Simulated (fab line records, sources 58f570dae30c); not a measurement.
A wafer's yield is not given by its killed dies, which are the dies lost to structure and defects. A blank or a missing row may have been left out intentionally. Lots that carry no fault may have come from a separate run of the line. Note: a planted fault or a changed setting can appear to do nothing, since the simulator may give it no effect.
The same fault as seen by 2 desks | flow berkeleyCmos170 | every desk sees just its own numbers, and what lay behind them comes last

## FROM THE METROLOGY DESK
What the gauges read for every lot (on any tool): the sampled wafers with a number, averaged. If a lot's mean is further than 4 standard deviations from the usual mean, the lot is out of limits and carries the mark OUT (the distance appears in the brackets).
Columns: A = M1_AL_RS at UCB170_M1_RS_MEAS_01, usual 0.0485 ohm/sq; B = cdNm at UCB170_M1_CD_MEAS_90, usual 700.8 nm; C = V1_POLISHED_THK at UCB170_V1_THK_MEAS_04, usual 999.8 nm
lot  | first seen here | A      | B                | C
L519 | day 8 06:01     | 0.0486 | 698.9            | 1000.3
L520 | day 8 08:14     | 0.0480 | 703.6            | 1000.5
L521 | day 9 08:26     | 0.0491 | 699.0            | 1000.2
L524 | day 9 09:28     | 0.0490 | 702.5            | 998.9
L523 | day 9 09:31     | 0.0491 | 698.6            | 999.6
L528 | day 10 06:11    | 0.0485 | 698.2            | 1000.8
L526 | day 10 06:16    | 0.0484 | 703.9            | 999.9
L529 | day 10 10:24    | 0.0484 | 700.4            | 998.9
L530 | day 10 10:36    | 0.0487 | 702.0            | 998.2
L531 | day 11 04:56    | 0.0483 | 686.9 (-5.8) OUT | 999.1
L533 | day 11 05:10    | 0.0492 | 704.2            | 999.4
L532 | day 11 06:04    | 0.0477 | 701.3            | 1000.7
L534 | day 11 21:17    | 0.0489 | 696.8            | 999.8
L540 | day 13 21:19    | 0.0487 | 698.6            | 1000.0
This desk's finding: out of limits on L531; first on L531, day 11 06:39 (cdNm at UCB170_M1_CD_MEAS_90). L519, L520, L521, L524, L523, L528, L526, L529, L530, L533, L532, L534, L540: within limits.

## FOR THE TOOL OWNER'S DESK: rieMetal-03
The tool's own readings at UCB170_M1_METAL_ETCH_12 (etches Al in Cl2/BCl3, stops on PSG, target depth 780 nm, time 130 s): means of the sampled wafers that have a number, for each lot that ran on this tool. If a lot's mean is further than 4 standard deviations from the usual mean, the lot is out of limits and carries the mark OUT (the distance appears in the brackets).
Columns: A = biasW at UCB170_M1_METAL_ETCH_12, usual 120.0 W; B = drypumpMotorCurrentA at UCB170_M1_METAL_ETCH_12, usual 5.7 A; C = mfcCl2Sccm at UCB170_M1_METAL_ETCH_12, usual 90.0 sccm; D = oesProductAu at UCB170_M1_METAL_ETCH_12, usual 0.866 a.u.; E = rfFwdPowerW at UCB170_M1_METAL_ETCH_12, usual 598.2 W; F = throttleValvePct at UCB170_M1_METAL_ETCH_12, usual 24.17 %
lot  | first seen here | A     | B   | C    | D     | E                       | F
L521 | day 9 09:49     | 120.2 | 5.6 | 89.8 | 0.857 | 598.0                   | 24.24
L528 | day 10 07:47    | 119.8 | 5.2 | 89.7 | 0.867 | 598.8                   | 24.14
L526 | day 10 08:33    | 119.9 | 5.2 | 90.1 | 0.861 | 598.2                   | 24.14
L529 | day 10 11:51    | 120.0 | 6.1 | 90.0 | 0.866 | 598.2                   | 24.31
L531 | day 11 06:19    | 120.2 | 4.7 | 90.3 | 0.868 | 840.7 (+99 or more) OUT | 24.05
L534 | day 11 22:43    | 120.0 | 5.6 | 89.7 | 0.861 | 677.8 (+38) OUT         | 24.23
This desk's finding: out of limits on L531, L534; first on L531, day 11 06:19 (rfFwdPowerW at UCB170_M1_METAL_ETCH_12). L521, L528, L526, L529: within limits.

## BROUGHT TOGETHER
On L531, L534, at day 11 06:19, an alarm was possible from the tool owner's desk.
L531 would have let the metrology desk raise an alarm at day 11 06:39.
The metrology desk holds a record of L534, inside its limits.
On rieMetal-03, each named lot ran UCB170_M1_METAL_ETCH_12.

## WHAT HAD BEEN PUT IN BY THE SIMULATOR
rieMetal-03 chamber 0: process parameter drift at UCB170_M1_METAL_ETCH_12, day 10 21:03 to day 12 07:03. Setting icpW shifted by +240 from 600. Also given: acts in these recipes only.
Lots struck among those shown: L531, L534.
Time in hours from fault onset to the first out-of-limits reading at each desk: tool owner's desk 9, metrology desk 10.
